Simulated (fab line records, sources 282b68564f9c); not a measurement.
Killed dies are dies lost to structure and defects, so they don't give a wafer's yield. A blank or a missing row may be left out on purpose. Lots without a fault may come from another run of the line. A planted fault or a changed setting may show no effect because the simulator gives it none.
Split-lot experiment | flow rit_cmos | 5 lots, 23 wafers read, on a route of 202 steps

THE SPLIT
At RIT_SDANNEAL_CLEAN_00 (cleans in SC1, time 600 s), the setting time_s was moved away from the recipe's 600 s on 15 of the 23 wafers read, by -10.0% to +8.1%. The other wafers ran this setting at the recipe's value.

The reading is taken at the split's own step.

THE READING
poly-Si_of_GATE_CVD_08.thk_nm (the simulator's own value, which no gauge read), in nm, at RIT_SDANNEAL_CLEAN_00 (cleans in SC1, time 600 s). The file gives no usual value for it. The 8 wafers here that ran the recipe average 167.1 nm, standard deviation 4.2 nm.

wafer  | tool, chamber at the split | time_s as run, s | against the recipe | poly-Si_of_GATE_CVD_08.thk_nm, nm | against lot-mates on the recipe
L078.1 | -, -                       | 562.2            | -6.3%              | 150.8                             | no lot-mate on the recipe
L078.2 | -, -                       | 562.2            | -6.3%              | 148.6                             | no lot-mate on the recipe
L078.3 | -, -                       | 562.2            | -6.3%              | 146.7                             | no lot-mate on the recipe
L078.4 | -, -                       | 562.2            | -6.3%              | 150.2                             | no lot-mate on the recipe
L078.6 | -, -                       | 562.2            | -6.3%              | 150.4                             | no lot-mate on the recipe
L080.1 | -, -                       | 648.8            | +8.1%              | 172.5                             | no lot-mate on the recipe
L080.2 | -, -                       | 648.8            | +8.1%              | 172.8                             | no lot-mate on the recipe
L080.4 | -, -                       | 648.8            | +8.1%              | 172.8                             | no lot-mate on the recipe
L080.3 | -, -                       | 648.8            | +8.1%              | 174.6                             | no lot-mate on the recipe
L080.5 | -, -                       | 648.8            | +8.1%              | 170.2                             | no lot-mate on the recipe
L081.1 | -, -                       | 540.2            | -10.0%             | 149.9                             | no lot-mate on the recipe
L081.2 | -, -                       | 540.2            | -10.0%             | 148.4                             | no lot-mate on the recipe
L081.4 | -, -                       | 540.2            | -10.0%             | 149.3                             | no lot-mate on the recipe
L081.5 | -, -                       | 540.2            | -10.0%             | 148.3                             | no lot-mate on the recipe
L081.6 | -, -                       | 540.2            | -10.0%             | 150.8                             | no lot-mate on the recipe
L082.1 | -, -                       | 600              | recipe             | 171.4                             | -
L082.2 | -, -                       | 600              | recipe             | 170.3                             | -
L082.3 | -, -                       | 600              | recipe             | 170.6                             | -
L082.4 | -, -                       | 600              | recipe             | 170.1                             | -
L082.5 | -, -                       | 600              | recipe             | 169.4                             | -
L085.3 | wet_bench-01, 3            | 600              | recipe             | 162.3                             | -
L085.5 | wet_bench-01, 3            | 600              | recipe             | 160.8                             | -
L085.6 | wet_bench-01, 3            | 600              | recipe             | 162                               | -

THE FIT
A straight line over all 23 wafers: poly-Si_of_GATE_CVD_08.thk_nm changes by +1.47 nm for each +1% of time_s; r = +0.91; the points scatter about the line by 4.5 nm.
Too few moved wafers have a lot-mate on the recipe to fit a line with each lot's own level taken away.

THE FILE'S OWN FIT
poly-Si_of_GATE_CVD_08.thk_nm changes by +1.47 nm for each +1% of time_s, r = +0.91.
